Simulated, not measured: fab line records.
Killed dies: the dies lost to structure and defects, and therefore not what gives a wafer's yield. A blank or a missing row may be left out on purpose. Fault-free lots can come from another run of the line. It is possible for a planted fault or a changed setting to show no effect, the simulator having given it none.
What tool caused it? || flow ritCmos || Sampling: 7 lots, 21 wafers, 2 of 202 route steps

## WHAT EACH GAUGE READ, for each wafer
RIT_GATE_CD_MEAS_16: the cd target is 150 nm.
{"lot": "L281", "measured": "day 3 04:47", "on": "cdSem-01", "cdNm (nm)": "153.2 153.8 152.2"}
{"lot": "L283", "measured": "day 3 13:05", "on": "cdSem-02", "cdNm (nm)": "145.2 143.5 144.9"}
{"lot": "L285", "measured": "day 3 23:32", "on": "cdSem-02", "cdNm (nm)": "148.2 146.1 145.9"}
{"lot": "L287", "measured": "day 4 10:09", "on": "cdSem-01", "cdNm (nm)": "145.6 149.1 145.0"}
{"lot": "L289", "measured": "day 4 21:17", "on": "cdSem-01", "cdNm (nm)": "150.5 151.1 150.8"}
{"lot": "L293", "measured": "day 5 15:54", "on": "cdSem-02", "cdNm (nm)": "138.4 139.1 136.3 138.3 138.9 136.0"}
{"lot": "L301", "measured": "day 7 08:13", "on": "cdSem-01", "cdNm (nm)": "151.2 150.1 153.6"}

## TOOL THAT RAN EACH LOT (tool first, then ch and the chambers of the sampled wafers, then the start)
{"lot": "L281", "RIT_GATE_DEVELOP_15": "lithoTrack-01 ch 0, day 3 04:00"}
{"lot": "L283", "RIT_GATE_DEVELOP_15": "lithoTrack-04 ch 0, day 3 12:00"}
{"lot": "L285", "RIT_GATE_DEVELOP_15": "lithoTrack-01 ch 0, day 3 23:00"}
{"lot": "L287", "RIT_GATE_DEVELOP_15": "lithoTrack-01 ch 0, day 4 10:00"}
{"lot": "L289", "RIT_GATE_DEVELOP_15": "lithoTrack-01 ch 0, day 4 21:00"}
{"lot": "L293", "RIT_GATE_DEVELOP_15": "lithoTrack-01 ch 0, day 5 15:00"}
{"lot": "L301", "RIT_GATE_DEVELOP_15": "lithoTrack-02 ch 0, day 7 08:00"}
- RIT_GATE_DEVELOP_15: develop time 50.85 s.

## THE ANSWER, worked out from the rows above alone
Rule: the usual values come from the lots themselves. The widest of any qualifying gaps counts: lots, ordered by their means at a reading, are off when they make up no more than a third of the lots, leave a main group of 4 or more, and stand apart from it by 3 or more times the standard deviation of that group's means. Not used: any main group whose means are identical at the precision the tables above print for the reading. A lot without any number at a reading at which 4 lots or more have one is off too. The other lots that the step has rows for count as sound.
Across all readings shown, no lot is off: no conclusion can be drawn from this.

## WHAT HAD BEEN PUT IN BY THE SIMULATOR
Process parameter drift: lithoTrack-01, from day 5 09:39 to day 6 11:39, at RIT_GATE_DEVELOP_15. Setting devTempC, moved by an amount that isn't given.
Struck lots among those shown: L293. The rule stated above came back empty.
